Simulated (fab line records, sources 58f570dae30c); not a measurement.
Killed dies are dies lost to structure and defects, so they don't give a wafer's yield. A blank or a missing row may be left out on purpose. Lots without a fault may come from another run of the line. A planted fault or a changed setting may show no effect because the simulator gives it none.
One fault seen from 2 desks | flow berkeley_cmos170 | each desk has only its own numbers; what lay behind them comes last

THE TOOL OWNER'S DESK: rtp_anneal-01
The tool's own readings at UCB170_CONTACT_RTA_08 (time 10 s): means of the sampled wafers that have a number, for each lot that ran on this tool. A lot is out of limits, marked OUT, if its mean lies more than 4 standard deviations from the usual mean; the brackets give that distance.
Columns: A = lamp_power_pct at UCB170_CONTACT_RTA_08, usual 24.2 %; B = wafer_temp_C_max at UCB170_CONTACT_RTA_08, usual 904.3
lot  | first seen here | A    | B
L930 | day 10 11:14    | 25.3 | 904.6
L934 | day 11 11:48    | 25.4 | 904.8
L932 | day 11 14:23    | 25.4 | 905.1
This desk's finding: nothing out of limits on any of the 3 lots.

THE METROLOGY DESK
What the gauges read, lot by lot, whatever tool the lot ran on: means of the sampled wafers that have a number. A lot is out of limits, marked OUT, if its mean lies more than 4 standard deviations from the usual mean; the brackets give that distance. Of its 11 readings 7 are shown: those that lie furthest out on some lot.
Columns: A = SILICIDE_TI_RS at UCB170_SILICIDE_RS_MEAS_02, usual 26.1 ohm/sq; B = SILICIDE_TI_THK at UCB170_SILICIDE_THK_MEAS_03, usual 30.2 nm; C = CONTACT_PSG_THK at UCB170_CONTACT_THK_MEAS_02, usual 711 nm; D = cd_nm at UCB170_CONTACT_CD_MEAS_15, usual 700.5 nm; E = M1_AL_RS at UCB170_M1_RS_MEAS_01, usual 0.0484 ohm/sq; F = cd_nm at UCB170_M1_CD_MEAS_09, usual 700.1 nm; G = M1_OVL at UCB170_M1_OVL_MEAS_10, usual 2 nm
lot  | first seen here | A    | B    | C   | D     | E      | F     | G
L928 | day 10 03:19    | 26.1 | 30.2 | 712 | 702.1 | 0.0487 | 701.3 | 7
L930 | day 10 08:09    | 26.1 | 30.3 | 722 | 698.4 | 0.0482 | 702.0 | -6
L933 | day 11 08:08    | 26.0 | 30.3 | 715 | 699.7 | 0.0481 | 699.1 | 7
L934 | day 11 08:47    | 26.5 | 29.7 | 710 | 700.6 | 0.0486 | 700.9 | 1
L932 | day 11 09:04    | 26.3 | 30.0 | 711 | 700.4 | 0.0478 | 701.1 | -5
L939 | day 12 13:29    | 26.2 | 30.2 | 712 | 701.5 | 0.0478 | 698.8 | 2
This desk's finding: nothing out of limits on any of the 6 lots.

PUT TOGETHER
The tool owner's desk saw nothing out of limits.
The metrology desk saw nothing out of limits.

WHAT THE SIMULATOR HAD PUT IN
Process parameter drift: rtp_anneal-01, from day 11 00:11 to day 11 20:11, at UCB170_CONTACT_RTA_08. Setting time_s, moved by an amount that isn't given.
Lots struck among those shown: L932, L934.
